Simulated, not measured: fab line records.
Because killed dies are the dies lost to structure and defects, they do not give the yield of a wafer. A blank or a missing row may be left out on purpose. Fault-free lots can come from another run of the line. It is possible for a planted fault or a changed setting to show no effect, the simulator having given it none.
Which of the tools did it?	flow berkeley_cmos170	14 lots, 42 wafers sampled, at 2 steps of a route of 331

== WHAT THE GAUGES SHOWED, per wafer ==
UCB170_V1_THK_MEAS_01. Usual: for V1_TEOS_THK the level is 1987 nm and the standard deviation is 27.
lot	measured	on	V1_TEOS_THK (nm)	flag
L471	day 7 14:35	film_metro-01	1998 2040 2019	
L472	day 7 14:35	film_metro-03	1940 1945 1984	
L470	day 7 14:44	film_metro-04	2003 1996 1999	
L473	day 7 21:02	film_metro-04	1966 1977 2007	
L474	day 7 21:03	film_metro-01	1979 2000 2009	
L477	day 9 00:33	film_metro-03	1993 2006 2001	
L478	day 9 00:33	film_metro-01	2009 2042 2014	
L475	day 9 00:41	film_metro-04	1975 1992 2013	
L485	day 10 07:45	film_metro-03	1668 1703 1684	OFF
L486	day 10 17:44	film_metro-03	1678 1674 1725	OFF
L488	day 11 09:50	film_metro-01	1964 1998 2015	
L490	day 11 09:50	film_metro-03	1982 2021 2039	
L492	day 11 21:56	film_metro-03	1969 1939 2006	
L493	day 12 12:43	film_metro-04	2001 1958 1973	

== WHAT TOOL EACH LOT RAN ON (gives the tool, then ch and the chambers of the sampled wafers, and finally the start) ==
lot	UCB170_V1_CVD_00
L471	pecvd-03 ch 0,1,2, day 7 14:25
L472	pecvd-02 ch 1,2, day 7 14:25
L470	pecvd-03 ch 0,1,2, day 7 14:34
L473	pecvd-02 ch 0,2, day 7 20:52
L474	pecvd-04 ch 0,1, day 7 20:52
L477	pecvd-04 ch 0,1,2, day 9 00:22
L478	pecvd-03 ch 0,1, day 9 00:22
L475	pecvd-02 ch 0,1,2, day 9 00:32
L485	pecvd-02 ch 0,1, day 10 07:35
L486	pecvd-02 ch 0,1,2, day 10 17:35
L488	pecvd-04 ch 0,2, day 11 09:40
L490	pecvd-03 ch 1,2, day 11 09:40
L492	pecvd-03 ch 0,1,2, day 11 21:46
L493	pecvd-03 ch 0,1, day 12 12:34
- UCB170_V1_CVD_00: deposits SiO2 from TEOS/O2, target thk 2000 nm, time 250 s.

== WHAT THE TOOLS THEMSELVES READ (means of the sampled wafers that have a number; where no wafer has one, the mark that the record gives instead) ==
UCB170_V1_CVD_00. Usual: heater_power_w 257 W, standard deviation 58; rf_fwd_power_W 548.2 W, standard deviation 1.7.
lot	tool	heater_power_w (W)	rf_fwd_power_W (W)	flag
L471	pecvd-03	260	548.2	
L472	pecvd-02	227	547.2	
L470	pecvd-03	278	548.3	
L473	pecvd-02	209	548.8	
L474	pecvd-04	263	544.9	
L477	pecvd-04	272	547.7	
L478	pecvd-03	220	549.1	
L475	pecvd-02	246	549.1	
L485	pecvd-02	333	328.8	OFF
L486	pecvd-02	323	326.7	OFF
L488	pecvd-04	274	548.2	
L490	pecvd-03	288	546.3	
L492	pecvd-03	269	547.6	
L493	pecvd-03	248	549.6	

== THE ANSWER, worked out from the rows above alone ==
Rule: take the mean of a lot's wafers that have a number; if it is more than 3 standard deviations from the usual mean, the lot is off. Also off: a lot with no number at a reading for which 4 or more lots have one. The other lots that the step has rows for count as sound. First the gauges in route order, then the tools' own readings, where a lot's mean is used as printed above. The first step at which some lot is off is used, and at that step the reading that is off furthest; a lot without a number counts as furthest.
Off: L485, L486, seen at UCB170_V1_THK_MEAS_01 (V1_TEOS_THK).
If a tool, at a process step before that reading, ran all the lots that are off and no sound lot after the first of them, it fits. The gauges at UCB170_V1_THK_MEAS_01 aren't tried: what is off there is off at UCB170_V1_CVD_00 too, on other tools, and a gauge's error can't cause that. One fits: pecvd-02 at UCB170_V1_CVD_00. A fault onset in the window from L475 (day 9 00:32, its last sound lot) to L485 (day 10 07:35, its first lot off) fits.
On the lots that are off, the tool's own readings at UCB170_V1_CVD_00 differ by more than 5 times the standard deviation of the sound lots' means, which bears it out; rf_fwd_power_W reads 327.8 W there versus 547.9 W on the sound lots.

== WHAT HAD BEEN PUT IN BY THE SIMULATOR ==
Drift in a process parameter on pecvd-02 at UCB170_V1_CVD_00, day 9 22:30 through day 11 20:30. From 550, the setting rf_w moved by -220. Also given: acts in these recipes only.
Lots struck among those shown: L485, L486. This agrees with what the rule above found.
